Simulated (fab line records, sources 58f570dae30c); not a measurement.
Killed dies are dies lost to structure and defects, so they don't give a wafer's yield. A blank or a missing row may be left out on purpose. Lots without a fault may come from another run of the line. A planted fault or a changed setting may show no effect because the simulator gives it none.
Which tool did it? | flow berkeley_cmos170 | 7 lots, 21 wafers sampled, at 3 steps of a route of 331

WHAT THE GAUGES READ, wafer by wafer
UCB170_PFIELD_OVL_MEAS_06.
lot  | measured    | on         | PFIELD_OVL (nm)
L153 | day 4 17:06 | overlay-01 | 3 1 7
L161 | day 6 22:40 | overlay-01 | - - -
L163 | day 7 08:07 | overlay-02 | 5 -5 -3
L165 | day 7 12:28 | overlay-01 | 5 -2 2
L167 | day 7 22:49 | overlay-01 | -2 8 -3
L169 | day 8 15:40 | overlay-02 | 4 -2 -2
L172 | day 9 07:20 | overlay-01 | 4 -10 -6

WHICH TOOL RAN EACH LOT (tool, then ch and the chambers of the sampled wafers, then the start)
lot  | UCB170_ZERO_ETCH_06               | UCB170_PFIELD_COAT_01
L153 | rie_diel-04 ch 1,2,3, day 2 09:30 | litho_track-01 ch 0, day 4 15:49
L161 | rie_diel-03 ch 0,1,2, day 4 03:21 | litho_track-01, day 6 21:58
L163 | rie_diel-02 ch 0,1, day 4 16:49   | litho_track-01 ch 0, day 7 06:55
L165 | rie_diel-03 ch 0,1,3, day 5 02:47 | litho_track-01 ch 0, day 7 11:29
L167 | rie_diel-04 ch 1,2,3, day 5 09:26 | litho_track-02 ch 0, day 7 21:43
L169 | rie_diel-02 ch 0,1,3, day 5 18:59 | litho_track-02 ch 0, day 8 14:54
L172 | rie_diel-03 ch 0,1,3, day 6 11:40 | litho_track-02 ch 0, day 9 06:31
- UCB170_ZERO_ETCH_06: etches SiO2 in CHF3/CF4/Ar, time 12 s.
- UCB170_PFIELD_COAT_01: resist thk 900 nm.

THE ANSWER, worked out from the rows above alone
Rule: what is usual is taken from the lots themselves. Put in order of their means at a reading, lots are off if they are a third of the lots or fewer, leave a main group of 4 or more, and stand apart from it by a gap of 3 or more times the standard deviation of the main group's means; of several such gaps the widest counts. A main group whose means are all the same, to the digits that the tables above print for the reading, isn't used. A lot without any number at a reading at which 4 lots or more have one is off too. The other lots that the step has rows for count as sound.
Off: L161, at UCB170_PFIELD_OVL_MEAS_06 (PFIELD_OVL). Without a number there: L161. The main group: mean 0 nm, standard deviation 2.4.
A tool fits if, at a process step before that reading, it ran every lot that is off, and no sound lot after the first of them. The gauges at UCB170_PFIELD_OVL_MEAS_06 are tried like those tools. None of those tried fits.

WHAT THE SIMULATOR HAD PUT IN
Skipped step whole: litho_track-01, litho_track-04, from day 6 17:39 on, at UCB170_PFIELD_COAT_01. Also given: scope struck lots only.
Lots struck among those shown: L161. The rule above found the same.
